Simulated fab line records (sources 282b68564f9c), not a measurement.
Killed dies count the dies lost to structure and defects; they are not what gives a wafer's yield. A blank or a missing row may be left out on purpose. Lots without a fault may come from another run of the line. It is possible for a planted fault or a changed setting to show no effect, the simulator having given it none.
One fault seen from 2 desks || flow rit-cmos || each desk has only its own numbers; what lay behind them comes last

## DESK OF THE TOOL OWNER: implanter-01
For each lot that ran on this tool, the mean over its sampled wafers that have a number, from the tool's own readings at RIT_NRETRO_IMPLANT_08. Any lot whose mean is over 4 standard deviations away from the usual mean is out of limits and marked OUT; that distance is given in the brackets.
Columns: A = beam-on-s at RIT_NRETRO_IMPLANT_08, usual 9.99 s; B = dose-ions-cm2 at RIT_NRETRO_IMPLANT_08, usual 1e+13; C = faraday-current-uA at RIT_NRETRO_IMPLANT_08, usual 31.7
{"lot": "L328", "first seen here": "day 3 11:41", "A": 10.03, "B": 1e+13, "C": 31.6}
{"lot": "L330", "first seen here": "day 3 23:19", "A": 10.01, "B": 1e+13, "C": 31.7}
{"lot": "L333", "first seen here": "day 4 12:08", "A": 9.92, "B": 1e+13, "C": 31.9}
{"lot": "L335", "first seen here": "day 5 00:04", "A": 9.93, "B": "9e+12 (-99 or more) OUT", "C": "27.1 (-7.2) OUT"}
{"lot": "L337", "first seen here": "day 5 05:56", "A": 10.10, "B": "9e+12 (-99 or more) OUT", "C": "26.6 (-8.0) OUT"}
This desk's verdict: out of limits on L335, L337, starting with L335 at day 5 00:04 (dose-ions-cm2 at RIT_NRETRO_IMPLANT_08). L328, L330, L333: within limits.

## THE METROLOGY DESK
Means of the sampled wafers that have a number, per lot and without regard to the tool the lot ran on: this is what the gauges read. Any lot whose mean is over 4 standard deviations away from the usual mean is out of limits and marked OUT; that distance is given in the brackets.
Columns: A = NRETRO_TW at RIT_NRETRO_TW_MEAS_10, usual 1054
{"lot": "L323", "first seen here": "day 2 08:01", "A": 1055}
{"lot": "L325", "first seen here": "day 2 18:16", "A": 1048}
{"lot": "L326", "first seen here": "day 2 23:02", "A": 1056}
{"lot": "L327", "first seen here": "day 3 07:43", "A": 1052}
{"lot": "L328", "first seen here": "day 3 12:01", "A": 1065}
{"lot": "L330", "first seen here": "day 3 23:38", "A": 1049}
{"lot": "L333", "first seen here": "day 4 12:28", "A": 1052}
{"lot": "L334", "first seen here": "day 4 18:26", "A": 1052}
{"lot": "L335", "first seen here": "day 5 00:23", "A": "992 (-8.6) OUT"}
{"lot": "L337", "first seen here": "day 5 06:16", "A": "993 (-8.5) OUT"}
{"lot": "L343", "first seen here": "day 6 14:24", "A": 1046}
{"lot": "L344", "first seen here": "day 6 19:23", "A": 1044}
{"lot": "L345", "first seen here": "day 6 23:55", "A": 1050}
{"lot": "L346", "first seen here": "day 7 01:33", "A": 1061}
This desk reports L335, L337 out of limits; the earliest was L335 at day 5 00:23 (NRETRO_TW at RIT_NRETRO_TW_MEAS_10). L323, L325, L326, L327, L328, L330, L333, L334, L343, L344, L345, L346: within limits.

## ALL TOGETHER
An alarm could have come from the tool owner's desk at day 5 00:04, on L335, L337.
An alarm was possible from the metrology desk at day 5 00:23, on L335, L337.
Every lot named ran RIT_NRETRO_IMPLANT_08 on implanter-01.

## WHAT THE SIMULATOR HAD INSERTED
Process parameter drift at RIT_NRETRO_IMPLANT_08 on implanter-01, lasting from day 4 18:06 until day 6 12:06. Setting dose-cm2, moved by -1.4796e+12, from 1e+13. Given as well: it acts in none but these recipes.
Shown lots that were struck: L335, L337.
Counting hours from when the fault started, the first reading out of limits came at 6 for the tool owner's desk and at 6 for the metrology desk.
